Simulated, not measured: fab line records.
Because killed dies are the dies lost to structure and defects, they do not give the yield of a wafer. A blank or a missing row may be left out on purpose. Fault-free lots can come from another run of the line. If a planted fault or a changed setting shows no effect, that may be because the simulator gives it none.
Shared-tool check -- flow rit cmos -- Lots sampled 16, wafers sampled 48

== REASON IT WAS OPENED ==
At RIT_NLDD_OVL_MEAS_06 the reading NLDD_OVL is flagged on 4 of 16 lots. Wafers without a fault read -0.4 nm, standard deviation 1.7.
Rule: flag the lot when none of its wafers has a number, or when each of its wafers that has one lies beyond 4 standard deviations from that mean. The other lots count as sound.

lot,measured,on,"NLDD_OVL (nm), wafer by wafer",flag
L765,day 3 06:12,overlay-01,0.2 1.2 1.0,
L767,day 3 10:35,overlay-02,-2.7 -2.7 -4.9,
L766,day 3 10:49,overlay-02,1.1 1.3 0.1,
L768,day 3 16:59,overlay-01,0.0 1.9 1.9,
L769,day 3 20:44,overlay-02,-2.0 -1.6 -2.9,
L770,day 4 02:13,overlay-02,-0.2 -0.9 -1.6,
L772,day 4 11:19,overlay-01,-0.3 0.0 -0.2,
L773,day 4 14:41,overlay-02,-2.2 0.0 -1.9,
L775,day 5 00:18,overlay-02,0.5 0.8 -0.2,
L774,day 5 01:16,overlay-01,-297.0 -297.9 -298.3,FLAGGED
L776,day 5 05:41,overlay-02,-301.9 -302.8 -302.2,FLAGGED
L777,day 5 10:54,overlay-01,-298.4 -298.8 -297.6,FLAGGED
L778,day 5 15:37,overlay-02,-299.7 -300.2 -300.7,FLAGGED
L781,day 6 05:43,overlay-02,-0.9 -0.7 -0.3,
L782,day 6 07:37,overlay-01,-1.2 -1.9 -0.7,
L785,day 7 01:38,overlay-01,2.3 2.0 1.2,
Flagged lots average -299.6 nm: -299.2 nm relative to the usual, that is -99 or more standard deviations.

== EACH LOT AND THE TOOL IT RAN ON ==
Before the reading, the record contains 2 process steps out of a 202-step route. Every cell lists first the tool, next ch and the chambers used by the sampled wafers, and last the start.
lot,flag,RIT_ACTIVE_STRIP_14,RIT_NLDD_EXPOSE_03
L765,,"plasma asher-01 ch 0,1, day 1 15:39","iline stepper-01 ch 0, day 3 05:37"
L767,,"plasma asher-02 ch 0,1, day 2 02:49","iline stepper-02 ch 0, day 3 10:13"
L766,,"plasma asher-01 ch 0,1, day 1 22:38","iline stepper-01 ch 0, day 3 10:25"
L768,,"plasma asher-01 ch 0,1, day 2 09:49","iline stepper-02 ch 0, day 3 16:35"
L769,,"plasma asher-01 ch 0,1, day 2 13:04","iline stepper-01 ch 0, day 3 20:21"
L770,,"plasma asher-02 ch 1, day 2 16:58","iline stepper-01 ch 0, day 4 01:49"
L772,,"plasma asher-04 ch 0,1, day 3 01:54","iline stepper-01 ch 0, day 4 10:55"
L773,,"plasma asher-01 ch 0,1, day 3 07:03","iline stepper-02 ch 0, day 4 14:17"
L775,,"plasma asher-02 ch 0,1, day 3 17:53","iline stepper-02 ch 0, day 4 23:55"
L774,FLAGGED,"plasma asher-04 ch 0, day 3 14:16","iline stepper-01 ch 0, day 5 00:52"
L776,FLAGGED,"plasma asher-04 ch 0, day 4 00:28","iline stepper-01 ch 0, day 5 05:17"
L777,FLAGGED,"plasma asher-02 ch 0,1, day 4 04:10","iline stepper-01 ch 0, day 5 10:31"
L778,FLAGGED,"plasma asher-02 ch 0,1, day 4 09:40","iline stepper-01 ch 0, day 5 15:13"
L781,,"plasma asher-04 ch 0,1, day 4 22:58","iline stepper-02 ch 0, day 6 05:19"
L782,,"plasma asher-02 ch 0,1, day 5 05:05","iline stepper-02 ch 0, day 6 07:13"
L785,,"plasma asher-04 ch 0,1, day 5 19:24","iline stepper-02 ch 0, day 7 01:14"
What the steps here do:
- RIT_ACTIVE_STRIP_14: strips in O2, time 180 s.
- RIT_NLDD_EXPOSE_03: exposes mask M7, target cd 40700 nm.
- RIT_NLDD_OVL_MEAS_06

== FLAGGED OVER TOTAL, TOOL BY TOOL (the gauges that took the reading come last) ==
step,tool,lots run,flagged,share of the flagged lots,sound lots run after its first flagged lot
RIT_ACTIVE_STRIP_14,plasma asher-01,5,0,none,-
RIT_ACTIVE_STRIP_14,plasma asher-02,6,2,some,1 (L782)
RIT_ACTIVE_STRIP_14,plasma asher-04,5,2,some,"2 (L781,L785)"
RIT_NLDD_EXPOSE_03,iline stepper-01,9,4,all,0
RIT_NLDD_EXPOSE_03,iline stepper-02,7,0,none,-
RIT_NLDD_OVL_MEAS_06,overlay-01,7,2,some,"2 (L782,L785)"
RIT_NLDD_OVL_MEAS_06,overlay-02,9,2,some,1 (L781)

== WHAT THE TABLE PERMITS ==
All flagged lots share 1 row of the table, namely iline stepper-01 at RIT_NLDD_EXPOSE_03.
- iline stepper-01 at RIT_NLDD_EXPOSE_03: 4 of its 9 lots flagged. It ran its last sound lot, L772, at day 4 10:55 and its first flagged lot, L774, at day 5 00:52: a fault with its onset between the two fits.
iline stepper-01 at RIT_NLDD_EXPOSE_03 is the single tool remaining.

== WHAT THE SIMULATOR PUT IN ==
Scanner matching overlay: iline stepper-01, from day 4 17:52 on, at RIT_NLDD_EXPOSE_03. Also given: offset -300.
Lots struck among those shown: L774, L776, L777, L778. The rule above reached the same finding.
